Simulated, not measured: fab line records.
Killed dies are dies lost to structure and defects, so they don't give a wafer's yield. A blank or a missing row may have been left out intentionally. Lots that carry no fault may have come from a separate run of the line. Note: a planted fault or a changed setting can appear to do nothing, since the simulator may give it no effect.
Matching of chambers || flow berkeleyCmos170 || UCB170_NWELL_ETCH_13 on rieDiel-01 has 4 sister chambers
The step etches Si3N4 in CH3F/Ar/O2, stops on SiO2, target depth 246.4 nm, time 154 s. 8 wafers are shown with their chamber, then 7 later ones without.

WAFERS, EACH WITH ITS CHAMBER
{"wafer": "L670.2", "chamber": 0, "throttleValvePct (%)": 7.95, "oesProductAu (a.u.)": 0.949}
{"wafer": "L677.1", "chamber": 1, "throttleValvePct (%)": 7.99, "oesProductAu (a.u.)": 0.937}
{"wafer": "L677.5", "chamber": 3, "throttleValvePct (%)": 8.07, "oesProductAu (a.u.)": 0.957}
{"wafer": "L680.1", "chamber": 2, "throttleValvePct (%)": 7.98, "oesProductAu (a.u.)": 0.918}
{"wafer": "L680.2", "chamber": 3, "throttleValvePct (%)": 8.05, "oesProductAu (a.u.)": 0.943}
{"wafer": "L680.3", "chamber": 0, "throttleValvePct (%)": 7.97, "oesProductAu (a.u.)": 0.946}
{"wafer": "L683.1", "chamber": 1, "throttleValvePct (%)": 8.00, "oesProductAu (a.u.)": 0.935}
{"wafer": "L683.2", "chamber": 2, "throttleValvePct (%)": 7.97, "oesProductAu (a.u.)": 0.924}

WAFERS WITHOUT THEIR CHAMBER
{"wafer": "L683.6", "throttleValvePct (%)": 7.96, "oesProductAu (a.u.)": 0.955}
{"wafer": "L688.1", "throttleValvePct (%)": 8.01, "oesProductAu (a.u.)": 0.927}
{"wafer": "L688.4", "throttleValvePct (%)": 8.07, "oesProductAu (a.u.)": 0.940}
{"wafer": "L688.5", "throttleValvePct (%)": 7.95, "oesProductAu (a.u.)": 0.919}
{"wafer": "L690.1", "throttleValvePct (%)": 8.00, "oesProductAu (a.u.)": 0.935}
{"wafer": "L690.3", "throttleValvePct (%)": 7.95, "oesProductAu (a.u.)": 0.957}
{"wafer": "L690.5", "throttleValvePct (%)": 7.96, "oesProductAu (a.u.)": 0.948}

WHICH CHAMBER EACH WENT THROUGH
{"wafer": "L683.6", "from the rows above": 0, "in truth": 0}
{"wafer": "L688.1", "from the rows above": "can't be placed: 1 or 2", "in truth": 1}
{"wafer": "L688.4", "from the rows above": 3, "in truth": 3}
{"wafer": "L688.5", "from the rows above": 2, "in truth": 2}
{"wafer": "L690.1", "from the rows above": 1, "in truth": 1}
{"wafer": "L690.3", "from the rows above": 0, "in truth": 0}
{"wafer": "L690.5", "from the rows above": 0, "in truth": 0}
6 of 7 placed correctly. Can't be placed from these rows: 1 (the true chamber is among the candidates in 1). Number placed wrongly: 0.
How it was worked out, from the rows above alone: a wafer's distance from a chamber is the root of the sum, over the readings, of the square of ((its reading less the chamber's mean) divided by the reading's scatter). The wafer belongs to the nearest chamber; if the next one is less than 2 further off, it can't be placed. A chamber's mean is the mean of its shown wafers. How the scatter is found: for the shown wafers, subtract from each reading the mean of its chamber, square and add these, divide the total by (wafers less chambers), then take the root.
